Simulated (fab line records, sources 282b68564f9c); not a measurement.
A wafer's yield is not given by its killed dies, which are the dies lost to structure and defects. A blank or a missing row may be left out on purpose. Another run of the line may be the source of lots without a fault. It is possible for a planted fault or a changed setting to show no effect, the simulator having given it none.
The tool behind it: which one? | flow rit-cmos | 13 lots, 39 wafers sampled, at 2 steps of a route of 202

WHAT THE GAUGES READ, wafer by wafer
RIT_SILICIDE_RS_MEAS_02: the measuring method here is four-point-probe.
lot  | measured    | on            | SILICIDE_TI_RS (ohm/sq)
L748 | day 3 02:22 | film-metro-01 | 48.0 47.9 48.9
L749 | day 3 08:32 | film-metro-04 | 47.9 47.9 48.1
L750 | day 3 12:39 | film-metro-02 | 48.4 48.3 48.9
L752 | day 3 23:28 | film-metro-04 | 47.7 47.6 48.9
L753 | day 4 08:00 | film-metro-02 | 48.2 47.9 48.3
L754 | day 4 11:40 | film-metro-01 | 47.2 47.5 47.3
L755 | day 4 15:10 | film-metro-02 | 48.0 47.2 46.8
L756 | day 4 23:20 | film-metro-02 | 47.1 47.1 46.8
L757 | day 5 00:40 | film-metro-04 | 49.6 48.9 53.3
L763 | day 6 09:27 | film-metro-02 | 48.1 48.3 48.0
L764 | day 6 17:56 | film-metro-01 | 48.6 49.7 48.5
L766 | day 6 23:56 | film-metro-01 | 48.9 47.9 47.7
L770 | day 7 20:46 | film-metro-02 | 47.0 47.3 46.9

WHICH TOOL RAN EACH LOT (tool, then ch and the chambers of the sampled wafers, then the start)
lot  | RIT_SILICIDE_SPUTTER_01
L748 | pvd-sputter-04, day 3 02:10
L749 | pvd-sputter-01, day 3 08:22
L750 | pvd-sputter-04, day 3 12:29
L752 | pvd-sputter-04, day 3 23:19
L753 | pvd-sputter-01, day 4 07:51
L754 | pvd-sputter-03, day 4 11:28
L755 | pvd-sputter-04, day 4 15:00
L756 | pvd-sputter-03, day 4 23:11
L757 | pvd-sputter-01, day 5 00:31
L763 | pvd-sputter-03, day 6 09:18
L764 | pvd-sputter-04, day 6 17:47
L766 | pvd-sputter-04, day 6 23:46
L770 | pvd-sputter-04, day 7 20:37
- RIT_SILICIDE_SPUTTER_01: material Ti, target thk 30 nm, time 240 s.

AS READ BY THE TOOLS THEMSELVES (means over the sampled wafers that have a number; for cases with no such wafer, the mark the record gives instead)
RIT_SILICIDE_SPUTTER_01.
lot  | tool           | chamber-pressure-pa (Pa) | throttle-valve-pct (%)
L748 | pvd-sputter-04 | 0.6673                   | 28.7
L749 | pvd-sputter-01 | 0.6668                   | 29.1
L750 | pvd-sputter-04 | 0.6676                   | 29.8
L752 | pvd-sputter-04 | 0.6673                   | 28.3
L753 | pvd-sputter-01 | 0.6680                   | 28.5
L754 | pvd-sputter-03 | 0.6651                   | 31.0
L755 | pvd-sputter-04 | 0.6680                   | 29.2
L756 | pvd-sputter-03 | 0.6678                   | 30.8
L757 | pvd-sputter-01 | 0.6743                   | 29.2
L763 | pvd-sputter-03 | 0.6660                   | 30.4
L764 | pvd-sputter-04 | 0.6682                   | 29.2
L766 | pvd-sputter-04 | 0.6672                   | 28.3
L770 | pvd-sputter-04 | 0.6666                   | 29.3

THE ANSWER, worked out from the rows above alone
Rule: what is usual is taken from the lots themselves. Put in order of their means at a reading, lots are off if they are a third of the lots or fewer, leave a main group of 4 or more, and stand apart from it by a gap of 3 or more times the standard deviation of the main group's means; of several such gaps the widest counts. If all means in a main group match to the digits the tables above print for the reading, that group is not used. Also off: a lot with no number at a reading for which 4 or more lots have one. Where the step has rows for the other lots, those lots are counted as sound. First the gauges in route order, then the tools' own readings, where a lot's mean is used as printed above. At the first step where some lot is off, the reading lying furthest off is the one used; lots without a number count as furthest.
Off: L757 (RIT_SILICIDE_SPUTTER_01, chamber-pressure-pa). Main group: mean 0.6672 Pa, sd 0.00087.
A tool fits if, at that step or a process step before it, it ran every lot that is off, and no sound lot after the first of them. One fits: RIT_SILICIDE_SPUTTER_01 on pvd-sputter-01. A fault onset in the window from L753 (day 4 07:51, its last sound lot) to L757 (day 5 00:31, its first lot off) fits.
On the lots that are off, the tool's own readings at RIT_SILICIDE_SPUTTER_01 differ by more than 5 times the standard deviation of the sound lots' means, which bears it out; chamber-pressure-pa reads 0.6743 Pa there versus 0.6672 Pa on the sound lots.

WHAT WAS PUT IN BY THE SIMULATOR
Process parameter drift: pvd-sputter-01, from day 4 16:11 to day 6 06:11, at RIT_SILICIDE_SPUTTER_01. A move of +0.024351 in setting chamber-pressure-pa, from 0.667. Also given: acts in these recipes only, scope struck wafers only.
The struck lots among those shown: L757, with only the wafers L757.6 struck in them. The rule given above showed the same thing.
